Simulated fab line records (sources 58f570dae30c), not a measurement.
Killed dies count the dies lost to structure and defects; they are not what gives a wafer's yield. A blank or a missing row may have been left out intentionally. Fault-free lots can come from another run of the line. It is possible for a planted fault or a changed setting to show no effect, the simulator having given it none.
Which tool was responsible? -- flow berkeley_cmos170 -- 13 lots, 39 wafers sampled, at 4 steps of a route of 331

WHAT EACH GAUGE READ, for each wafer
UCB170_GATE_CD_MEAS_90: target cd 350 nm.
lot,measured,on,cd_nm (nm)
L406,day 6 08:56,cd_sem-01,348.6 348.1 350.1
L407,day 6 08:38,cd_sem-01,351.1 350.7 349.8
L409,day 6 16:48,cd_sem-02,351.6 351.5 351.3
L408,day 6 17:04,cd_sem-02,352.0 352.3 351.4
L418,day 9 00:06,cd_sem-01,349.1 350.0 348.8
L419,day 9 06:54,cd_sem-02,350.3 345.1 348.2
L421,day 9 15:46,cd_sem-01,352.0 352.3 351.4
L422,day 9 15:35,cd_sem-02,349.3 347.9 349.0
L424,day 10 04:47,cd_sem-01,350.0 349.3 349.8
L425,day 10 16:05,cd_sem-01,347.9 347.9 349.3
L426,day 10 18:14,cd_sem-02,349.8 347.8 350.6
L428,day 10 22:50,cd_sem-01,351.5 349.9 351.2
L429,day 11 13:15,cd_sem-01,348.8 349.5 349.0

TOOL THAT RAN EACH LOT (tool first, then ch and the chambers of the sampled wafers, then the start)
lot,UCB170_NWELL_ETCH_13,UCB170_PVT_STRIP_08,UCB170_GATE_ETCH_14
L406,"rie_diel-03 ch 0,1, day 2 05:51","plasma_asher-04 ch 0,1, day 5 19:58","rie_diel-01 ch 0,3, day 6 08:42"
L407,"rie_diel-04 ch 0,3, day 2 11:44","plasma_asher-04 ch 0,1, day 5 20:12","rie_diel-02 ch 0,3, day 6 08:25"
L409,"rie_diel-04 ch 1,2,3, day 2 18:31","plasma_asher-04 ch 0,1, day 6 03:10","rie_diel-03 ch 0,2,3, day 6 16:34"
L408,"rie_diel-03 ch 2,3, day 2 18:47","plasma_asher-03 ch 0,1, day 6 02:47","rie_diel-02 ch 0,3, day 6 16:50"
L418,"rie_diel-03 ch 0,1,3, day 4 19:28","plasma_asher-01 ch 0,1, day 8 08:26","rie_diel-01 ch 0,1, day 8 23:53"
L419,"rie_diel-03 ch 2,3, day 5 05:16","plasma_asher-03 ch 0,1, day 8 16:08","rie_diel-01 ch 0,2,3, day 9 06:41"
L421,"rie_diel-02 ch 0,1,2, day 5 13:39","plasma_asher-01 ch 0,1, day 9 02:37","rie_diel-03 ch 0,1,3, day 9 15:35"
L422,"rie_diel-03 ch 0,3, day 5 13:53","plasma_asher-03 ch 0,1, day 9 02:55","rie_diel-02 ch 0,3, day 9 15:20"
L424,"rie_diel-02 ch 0,1,2, day 6 00:50","plasma_asher-03 ch 0,1, day 9 11:46","rie_diel-03 ch 0,1,2, day 10 04:36"
L425,"rie_diel-04 ch 0,2,3, day 6 05:35","plasma_asher-01 ch 0,1, day 10 02:50","rie_diel-02 ch 0,1,3, day 10 15:53"
L426,"rie_diel-02 ch 0,3, day 6 11:19","plasma_asher-01 ch 0,1, day 10 07:34","rie_diel-03 ch 0,2,3, day 10 18:01"
L428,"rie_diel-04 ch 0,2,3, day 6 21:59","plasma_asher-01 ch 0,1, day 10 12:57","rie_diel-03 ch 0,1,3, day 10 22:38"
L429,"rie_diel-04 ch 0,1, day 7 07:18","plasma_asher-03 ch 0,1, day 11 00:04","rie_diel-03 ch 0,2, day 11 13:02"
- UCB170_NWELL_ETCH_13: etches Si3N4 in CH3F/Ar/O2, stops on SiO2, target depth 246.4 nm, time 154 s.
- UCB170_PVT_STRIP_08: strips in O2.
- UCB170_GATE_ETCH_14: etches BARC in N2/H2.

AS READ BY THE TOOLS THEMSELVES (means over the sampled wafers that have a number; for cases with no such wafer, the mark the record gives instead)
UCB170_NWELL_ETCH_13.
lot,tool,drypump_motor_current_A (A),mfc_ar_sccm (sccm),oes_product_au (a.u.),throttle_valve_pct (%)
L406,rie_diel-03,5.7,49.85,0.940,8.01
L407,rie_diel-04,5.4,49.86,0.920,8.08
L409,rie_diel-04,5.9,50.01,0.940,8.09
L408,rie_diel-03,6.0,49.99,0.939,7.89
L418,rie_diel-03,5.8,50.05,0.942,7.94
L419,rie_diel-03,5.7,50.06,0.941,7.91
L421,rie_diel-02,5.0,49.85,0.962,7.93
L422,rie_diel-03,6.0,50.09,0.941,7.97
L424,rie_diel-02,5.0,49.95,0.959,7.93
L425,rie_diel-04,5.6,50.22,0.935,8.13
L426,rie_diel-02,5.8,49.98,0.937,7.94
L428,rie_diel-04,5.6,50.08,0.934,8.13
L429,rie_diel-04,5.7,50.21,0.904,8.11

UCB170_PVT_STRIP_08.
lot,tool,drypump_motor_current_A (A),o2_flow_sccm (sccm),oes_product_au (a.u.),strip_time_to_endpoint_s (s)
L406,plasma_asher-04,6.1,400.6,0.734,21.76
L407,plasma_asher-04,6.1,399.2,0.731,21.64
L409,plasma_asher-04,6.0,399.7,0.735,21.76
L408,plasma_asher-03,6.0,398.0,0.736,21.67
L418,plasma_asher-01,6.2,399.6,0.733,21.64
L419,plasma_asher-03,6.0,400.8,0.735,21.60
L421,plasma_asher-01,6.3,401.0,0.737,21.71
L422,plasma_asher-03,6.0,399.9,0.736,21.71
L424,plasma_asher-03,6.0,400.6,0.731,21.68
L425,plasma_asher-01,6.2,398.7,0.737,21.63
L426,plasma_asher-01,6.2,399.9,0.734,21.62
L428,plasma_asher-01,6.2,400.5,0.728,21.80
L429,plasma_asher-03,6.0,399.4,0.731,21.70

UCB170_GATE_ETCH_14.
lot,tool,bias_w (W),drypump_motor_current_A (A),oes_product_au (a.u.),throttle_valve_pct (%)
L406,rie_diel-01,100.03,6.2,1.009,13.12
L407,rie_diel-02,100.07,5.2,0.989,13.13
L409,rie_diel-03,100.16,5.9,0.986,13.14
L408,rie_diel-02,100.18,5.7,0.991,13.12
L418,rie_diel-01,100.15,6.2,0.994,13.10
L419,rie_diel-01,100.07,6.0,1.123,13.19
L421,rie_diel-03,99.73,5.8,0.994,13.11
L422,rie_diel-02,100.08,5.8,0.984,13.11
L424,rie_diel-03,99.92,5.6,1.018,13.21
L425,rie_diel-02,100.09,5.4,1.005,13.12
L426,rie_diel-03,99.82,5.9,0.995,13.12
L428,rie_diel-03,99.99,5.8,0.994,13.12
L429,rie_diel-03,100.12,5.6,0.992,13.20

THE ANSWER, worked out from the rows above alone
Rule: what is usual is taken from the lots themselves. The widest of any qualifying gaps counts: lots, ordered by their means at a reading, are off when they make up no more than a third of the lots, leave a main group of 4 or more, and stand apart from it by 3 or more times the standard deviation of that group's means. A main group whose means are all the same, to the digits that the tables above print for the reading, isn't used. Also off: a lot with no number at a reading for which 4 or more lots have one. All remaining lots with rows at the step are treated as sound. The gauges are gone through in route order, then the tools' own readings, and for those a lot's mean is taken as printed above. The first step at which some lot is off is used, and at that step the reading that is off furthest; a lot without a number counts as furthest.
Off at UCB170_GATE_ETCH_14 (oes_product_au): L419. The main group has a mean of 0.996 a.u. with a standard deviation of 0.0095.
If a tool, at that step or one of the process steps before it, ran each lot that is off and ran no sound lot following the first of them, it fits. One candidate fits, namely rie_diel-01 at UCB170_GATE_ETCH_14. Its last sound lot is L418 (day 8 23:53), its first lot that is off L419 (day 9 06:41): a fault that began between those two fits.
On the lots that are off, the tool's own readings at UCB170_GATE_ETCH_14 differ by more than 5 times the standard deviation of the sound lots' means, which bears it out; oes_product_au reads 1.123 a.u. there versus 0.996 a.u. on the sound lots.

WHAT THE SIMULATOR HAD INSERTED
rie_diel-01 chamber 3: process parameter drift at UCB170_GATE_ETCH_14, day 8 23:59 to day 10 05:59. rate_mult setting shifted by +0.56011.
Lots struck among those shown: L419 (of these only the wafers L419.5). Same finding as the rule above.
